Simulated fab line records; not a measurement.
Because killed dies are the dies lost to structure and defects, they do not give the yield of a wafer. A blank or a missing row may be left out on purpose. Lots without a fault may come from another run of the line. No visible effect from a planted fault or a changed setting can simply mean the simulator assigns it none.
What tool caused it? || flow berkeley_cmos170 || Sampling: 14 lots, 42 wafers, 3 of 331 route steps

== WHAT THE GAUGES SHOWED, per wafer ==
UCB170_NWELL_OVL_MEAS_12. Usual: NWELL_OVL gives -3 nm (standard deviation 6).
{"lot": "L837", "measured": "day 2 15:53", "on": "overlay-01", "NWELL_OVL (nm)": "-6 -11 -8", "flag": ""}
{"lot": "L840", "measured": "day 2 23:29", "on": "overlay-02", "NWELL_OVL (nm)": "5 -3 2", "flag": ""}
{"lot": "L839", "measured": "day 3 00:07", "on": "overlay-01", "NWELL_OVL (nm)": "9 1 7", "flag": ""}
{"lot": "L841", "measured": "day 3 10:33", "on": "overlay-02", "NWELL_OVL (nm)": "-10 -9 -12", "flag": ""}
{"lot": "L843", "measured": "day 3 20:28", "on": "overlay-02", "NWELL_OVL (nm)": "-2 -4 -3", "flag": ""}
{"lot": "L844", "measured": "day 3 22:50", "on": "overlay-01", "NWELL_OVL (nm)": "0 -1 7", "flag": ""}
{"lot": "L846", "measured": "day 4 07:27", "on": "overlay-02", "NWELL_OVL (nm)": "-5 -12 -8", "flag": ""}
{"lot": "L850", "measured": "day 5 06:03", "on": "overlay-02", "NWELL_OVL (nm)": "-1 -5 1", "flag": ""}
{"lot": "L851", "measured": "day 5 13:56", "on": "overlay-01", "NWELL_OVL (nm)": "6 1 2", "flag": ""}
{"lot": "L854", "measured": "day 6 07:32", "on": "overlay-01", "NWELL_OVL (nm)": "-4 -9 -2", "flag": ""}
{"lot": "L857", "measured": "day 6 20:42", "on": "overlay-01", "NWELL_OVL (nm)": "-9 -8 -5", "flag": ""}
{"lot": "L858", "measured": "day 6 20:59", "on": "overlay-02", "NWELL_OVL (nm)": "-11 -9 -6", "flag": ""}
{"lot": "L860", "measured": "day 7 07:49", "on": "overlay-01", "NWELL_OVL (nm)": "-5 -3 0", "flag": ""}
{"lot": "L859", "measured": "day 7 07:55", "on": "overlay-02", "NWELL_OVL (nm)": "4 0 1", "flag": ""}

UCB170_SPACER_THK_MEAS_01. Usual: SPACER_TEOS_THK gives 377 nm (standard deviation 5.3).
{"lot": "L837", "measured": "day 7 17:37", "on": "film_metro-04", "SPACER_TEOS_THK (nm)": "378 381 381", "flag": ""}
{"lot": "L840", "measured": "day 7 22:14", "on": "film_metro-03", "SPACER_TEOS_THK (nm)": "363 368 365", "flag": ""}
{"lot": "L839", "measured": "day 7 22:26", "on": "film_metro-04", "SPACER_TEOS_THK (nm)": "370 375 381", "flag": ""}
{"lot": "L841", "measured": "day 7 23:30", "on": "film_metro-04", "SPACER_TEOS_THK (nm)": "371 381 374", "flag": ""}
{"lot": "L843", "measured": "day 8 17:36", "on": "film_metro-03", "SPACER_TEOS_THK (nm)": "376 379 381", "flag": ""}
{"lot": "L844", "measured": "day 8 17:52", "on": "film_metro-04", "SPACER_TEOS_THK (nm)": "368 369 374", "flag": ""}
{"lot": "L846", "measured": "day 9 02:08", "on": "film_metro-03", "SPACER_TEOS_THK (nm)": "370 367 372", "flag": ""}
{"lot": "L850", "measured": "day 10 11:46", "on": "film_metro-04", "SPACER_TEOS_THK (nm)": "373 374 377", "flag": ""}
{"lot": "L851", "measured": "day 10 12:18", "on": "film_metro-04", "SPACER_TEOS_THK (nm)": "371 380 384", "flag": ""}
{"lot": "L854", "measured": "day 11 04:04", "on": "film_metro-02", "SPACER_TEOS_THK (nm)": "374 370 383", "flag": ""}
{"lot": "L857", "measured": "day 11 21:44", "on": "film_metro-03", "SPACER_TEOS_THK (nm)": "380 381 385", "flag": ""}
{"lot": "L858", "measured": "day 11 22:28", "on": "film_metro-03", "SPACER_TEOS_THK (nm)": "377 374 371", "flag": ""}
{"lot": "L860", "measured": "day 11 20:38", "on": "film_metro-02", "SPACER_TEOS_THK (nm)": "379 378 381", "flag": ""}
{"lot": "L859", "measured": "day 12 08:29", "on": "film_metro-02", "SPACER_TEOS_THK (nm)": "384 386 387", "flag": ""}

== WHICH TOOL RAN EACH LOT (tool, then ch and the chambers of the sampled wafers, then the start) ==
{"lot": "L837", "UCB170_GATE_ETCH_14": "rie_diel-03 ch 0,1,3, day 7 09:46"}
{"lot": "L840", "UCB170_GATE_ETCH_14": "rie_diel-04 ch 0,1,2, day 7 16:35"}
{"lot": "L839", "UCB170_GATE_ETCH_14": "rie_diel-03 ch 0,2,3, day 7 16:55"}
{"lot": "L841", "UCB170_GATE_ETCH_14": "rie_diel-02 ch 0,1,2, day 7 17:35"}
{"lot": "L843", "UCB170_GATE_ETCH_14": "rie_diel-02 ch 0,1,2, day 8 12:39"}
{"lot": "L844", "UCB170_GATE_ETCH_14": "rie_diel-03 ch 0,1,2, day 8 12:46"}
{"lot": "L846", "UCB170_GATE_ETCH_14": "rie_diel-02 ch 0,1,2, day 8 21:37"}
{"lot": "L850", "UCB170_GATE_ETCH_14": "rie_diel-02 ch 0,1,2, day 10 06:12"}
{"lot": "L851", "UCB170_GATE_ETCH_14": "rie_diel-02 ch 0,2,3, day 10 06:56"}
{"lot": "L854", "UCB170_GATE_ETCH_14": "rie_diel-04 ch 0,1,2, day 10 20:37"}
{"lot": "L857", "UCB170_GATE_ETCH_14": "rie_diel-03 ch 1,2,3, day 11 16:27"}
{"lot": "L858", "UCB170_GATE_ETCH_14": "rie_diel-04 ch 0,2,3, day 11 16:13"}
{"lot": "L860", "UCB170_GATE_ETCH_14": "rie_diel-02 ch 1,2,3, day 11 15:57"}
{"lot": "L859", "UCB170_GATE_ETCH_14": "rie_diel-02 ch 1,2, day 12 03:11"}
- UCB170_GATE_ETCH_14: etches BARC in N2/H2.

== AS READ BY THE TOOLS THEMSELVES (means over the sampled wafers that have a number; for cases with no such wafer, the mark the record gives instead) ==
UCB170_GATE_ETCH_14. Usual: drypump_motor_current_A 5.8 A, standard deviation 0.54; h2_flow_sccm 200.1 sccm, standard deviation 0.59; n2_flow_sccm 100.0 sccm, standard deviation 0.32; oes_product_au 0.995 a.u., standard deviation 0.02; throttle_valve_pct 13.29 %, standard deviation 0.16.
{"lot": "L837", "tool": "rie_diel-03", "drypump_motor_current_A (A)": 6.0, "h2_flow_sccm (sccm)": 199.7, "n2_flow_sccm (sccm)": 100.0, "oes_product_au (a.u.)": 0.992, "throttle_valve_pct (%)": 13.36, "flag": ""}
{"lot": "L840", "tool": "rie_diel-04", "drypump_motor_current_A (A)": 5.6, "h2_flow_sccm (sccm)": 200.1, "n2_flow_sccm (sccm)": 100.1, "oes_product_au (a.u.)": 1.008, "throttle_valve_pct (%)": 13.32, "flag": ""}
{"lot": "L839", "tool": "rie_diel-03", "drypump_motor_current_A (A)": 5.9, "h2_flow_sccm (sccm)": 200.5, "n2_flow_sccm (sccm)": 100.0, "oes_product_au (a.u.)": 0.999, "throttle_valve_pct (%)": 13.30, "flag": ""}
{"lot": "L841", "tool": "rie_diel-02", "drypump_motor_current_A (A)": 5.6, "h2_flow_sccm (sccm)": 200.0, "n2_flow_sccm (sccm)": 100.4, "oes_product_au (a.u.)": 1.000, "throttle_valve_pct (%)": 13.28, "flag": ""}
{"lot": "L843", "tool": "rie_diel-02", "drypump_motor_current_A (A)": 5.6, "h2_flow_sccm (sccm)": 199.6, "n2_flow_sccm (sccm)": 99.8, "oes_product_au (a.u.)": 1.001, "throttle_valve_pct (%)": 13.28, "flag": ""}
{"lot": "L844", "tool": "rie_diel-03", "drypump_motor_current_A (A)": 6.4, "h2_flow_sccm (sccm)": 200.4, "n2_flow_sccm (sccm)": 100.3, "oes_product_au (a.u.)": 1.010, "throttle_valve_pct (%)": 13.33, "flag": ""}
{"lot": "L846", "tool": "rie_diel-02", "drypump_motor_current_A (A)": 5.6, "h2_flow_sccm (sccm)": 199.8, "n2_flow_sccm (sccm)": 99.6, "oes_product_au (a.u.)": 0.998, "throttle_valve_pct (%)": 13.29, "flag": ""}
{"lot": "L850", "tool": "rie_diel-02", "drypump_motor_current_A (A)": 5.6, "h2_flow_sccm (sccm)": 200.2, "n2_flow_sccm (sccm)": 99.9, "oes_product_au (a.u.)": 0.986, "throttle_valve_pct (%)": 13.29, "flag": ""}
{"lot": "L851", "tool": "rie_diel-02", "drypump_motor_current_A (A)": 6.0, "h2_flow_sccm (sccm)": 200.1, "n2_flow_sccm (sccm)": 100.2, "oes_product_au (a.u.)": 0.987, "throttle_valve_pct (%)": 13.19, "flag": ""}
{"lot": "L854", "tool": "rie_diel-04", "drypump_motor_current_A (A)": 5.6, "h2_flow_sccm (sccm)": 200.5, "n2_flow_sccm (sccm)": 99.7, "oes_product_au (a.u.)": 0.998, "throttle_valve_pct (%)": 13.32, "flag": ""}
{"lot": "L857", "tool": "rie_diel-03", "drypump_motor_current_A (A)": 6.0, "h2_flow_sccm (sccm)": 199.3, "n2_flow_sccm (sccm)": 100.1, "oes_product_au (a.u.)": 0.989, "throttle_valve_pct (%)": 13.34, "flag": ""}
{"lot": "L858", "tool": "rie_diel-04", "drypump_motor_current_A (A)": 5.4, "h2_flow_sccm (sccm)": 200.4, "n2_flow_sccm (sccm)": 100.0, "oes_product_au (a.u.)": 0.991, "throttle_valve_pct (%)": 13.35, "flag": ""}
{"lot": "L860", "tool": "rie_diel-02", "drypump_motor_current_A (A)": 5.8, "h2_flow_sccm (sccm)": 199.9, "n2_flow_sccm (sccm)": 100.2, "oes_product_au (a.u.)": 0.990, "throttle_valve_pct (%)": 13.11, "flag": ""}
{"lot": "L859", "tool": "rie_diel-02", "drypump_motor_current_A (A)": 5.8, "h2_flow_sccm (sccm)": 200.2, "n2_flow_sccm (sccm)": 100.2, "oes_product_au (a.u.)": 1.009, "throttle_valve_pct (%)": 13.14, "flag": ""}

== THE ANSWER, worked out from the rows above alone ==
Rule: a lot is off if the mean of its wafers that have a number lies more than 3 standard deviations from the usual mean. A lot without any number at a reading at which 4 lots or more have one is off too. All remaining lots with rows at the step are treated as sound. First the gauges in route order, then the tools' own readings, where a lot's mean is used as printed above. The first step at which some lot is off is used, and at that step the reading that is off furthest; a lot without a number counts as furthest.
Nothing can be told from this: no lot is off at any reading shown.

== WHAT THE SIMULATOR HAD INSERTED ==
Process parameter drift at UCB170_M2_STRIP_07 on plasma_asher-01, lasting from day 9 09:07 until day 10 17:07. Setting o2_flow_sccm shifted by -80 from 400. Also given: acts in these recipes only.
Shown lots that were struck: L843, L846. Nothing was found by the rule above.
